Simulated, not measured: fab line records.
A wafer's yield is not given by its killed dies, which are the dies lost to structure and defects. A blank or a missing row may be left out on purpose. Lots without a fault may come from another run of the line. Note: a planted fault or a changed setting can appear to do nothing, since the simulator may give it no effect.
The tool behind it: which one? | flow ritCmos | 39 wafers from 13 lots sampled at 2 of the route's 202 steps

== WHAT THE GAUGES READ, wafer by wafer ==
The record lacks any reading of a measuring or inspecting step that a usual standard deviation could be used to judge.

== WHAT TOOL EACH LOT RAN ON (gives the tool, then ch and the chambers of the sampled wafers, and finally the start) ==
lot  | RIT_GATE_OXIDATION_05        | RIT_M1_PROBE_99
L164 | furnace-04 ch 0, day 2 11:04 | -
L165 | furnace-04 ch 0, day 2 13:38 | -
L166 | furnace-04 ch 0, day 2 18:03 | -
L167 | furnace-04 ch 0, day 3 00:29 | -
L169 | furnace-02 ch 0, day 3 10:27 | -
L172 | furnace-04 ch 0, day 4 03:24 | -
L174 | furnace-04 ch 0, day 4 11:22 | prober-02, day 5 14:25
L179 | furnace-02 ch 0, day 5 11:11 | -
L180 | furnace-02 ch 0, day 5 18:35 | prober-02, day 6 18:36
L183 | furnace-02 ch 0, day 6 09:07 | -
L185 | furnace-02 ch 0, day 6 16:55 | -
L186 | furnace-02 ch 0, day 6 22:01 | -
L187 | furnace-01 ch 0, day 7 05:52 | -
- RIT_GATE_OXIDATION_05: target thk 3 nm, ox time 270 s.
- RIT_M1_PROBE_99

== AS READ BY THE TOOLS THEMSELVES (means over the sampled wafers that have a number; for cases with no such wafer, the mark the record gives instead) ==
RIT_GATE_OXIDATION_05.
lot  | tool       | spikeTcCentreC (C) | spikeTcSourceC (C) | tubeCenterTempC (C) | tube_center_temp_C_max
L164 | furnace-04 | 904.0              | 921.3              | 900                 | 902.1
L165 | furnace-04 | 903.3              | 921.2              | 900                 | 902.1
L166 | furnace-04 | 904.2              | 921.6              | 900                 | 902.0
L167 | furnace-04 | 902.8              | 921.3              | 900                 | 902.6
L169 | furnace-02 | 903.0              | 921.0              | 900                 | 902.5
L172 | furnace-04 | 898.9              | 916.5              | 895                 | 897.2
L174 | furnace-04 | 899.0              | 915.9              | 895                 | 897.1
L179 | furnace-02 | 902.9              | 919.0              | 900                 | 902.0
L180 | furnace-02 | 903.8              | 921.0              | 900                 | 902.2
L183 | furnace-02 | 902.4              | 920.5              | 900                 | 902.2
L185 | furnace-02 | 903.5              | 920.5              | 900                 | 902.4
L186 | furnace-02 | 903.2              | 921.4              | 900                 | 902.3
L187 | furnace-01 | 900.9              | 925.1              | 900                 | 902.1

RIT_M1_PROBE_99.
lot  | tool      | killedAtContacts | killedAtFrontEnd | killedDies | killedOpen | killedShort
L174 | prober-02 | 0.0              | 7                | 7          | 1.3        | 5.3
L180 | prober-02 | 0.0              | 7                | 7          | 4.3        | 2.7

== THE ANSWER, worked out from the rows above alone ==
Rule: the usual values come from the lots themselves. Put in order of their means at a reading, lots are off if they are a third of the lots or fewer, leave a main group of 4 or more, and stand apart from it by a gap of 3 or more times the standard deviation of the main group's means; of several such gaps the widest counts. A main group whose means are all the same, to the digits that the tables above print for the reading, isn't used. Also off: a lot with no number at a reading for which 4 or more lots have one. Where the step has rows for the other lots, those lots are counted as sound. Order of review: gauges by route order, followed by the tools' own readings, for which a lot's mean as printed above is used. At the first step where some lot is off, the reading lying furthest off is the one used; lots without a number count as furthest.
Off: L172, L174 (RIT_GATE_OXIDATION_05, tube_center_temp_C_max). The main group has a mean of 902.2 with a standard deviation of 0.19.
A tool fits if, at that step or a process step before it, it ran every lot that is off, and no sound lot after the first of them. One fits: RIT_GATE_OXIDATION_05 on furnace-04. A fault onset in the window from L167 (day 3 00:29, its last sound lot) to L172 (day 4 03:24, its first lot off) fits.
The tool's own readings at RIT_GATE_OXIDATION_05 bear it out: on the lots that are off they differ by more than 5 times the standard deviation of the sound lots' means. tubeCenterTempC reads 895 C there against 900 C on the sound lots; tube_center_temp_C_max reads 897.2 there against 902.2 on the sound lots.

== WHAT THE SIMULATOR HAD PUT IN ==
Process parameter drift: furnace-04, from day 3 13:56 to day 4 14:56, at RIT_GATE_OXIDATION_05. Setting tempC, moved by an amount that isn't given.
Shown lots that were struck: L172, L174. The rule above found the same.
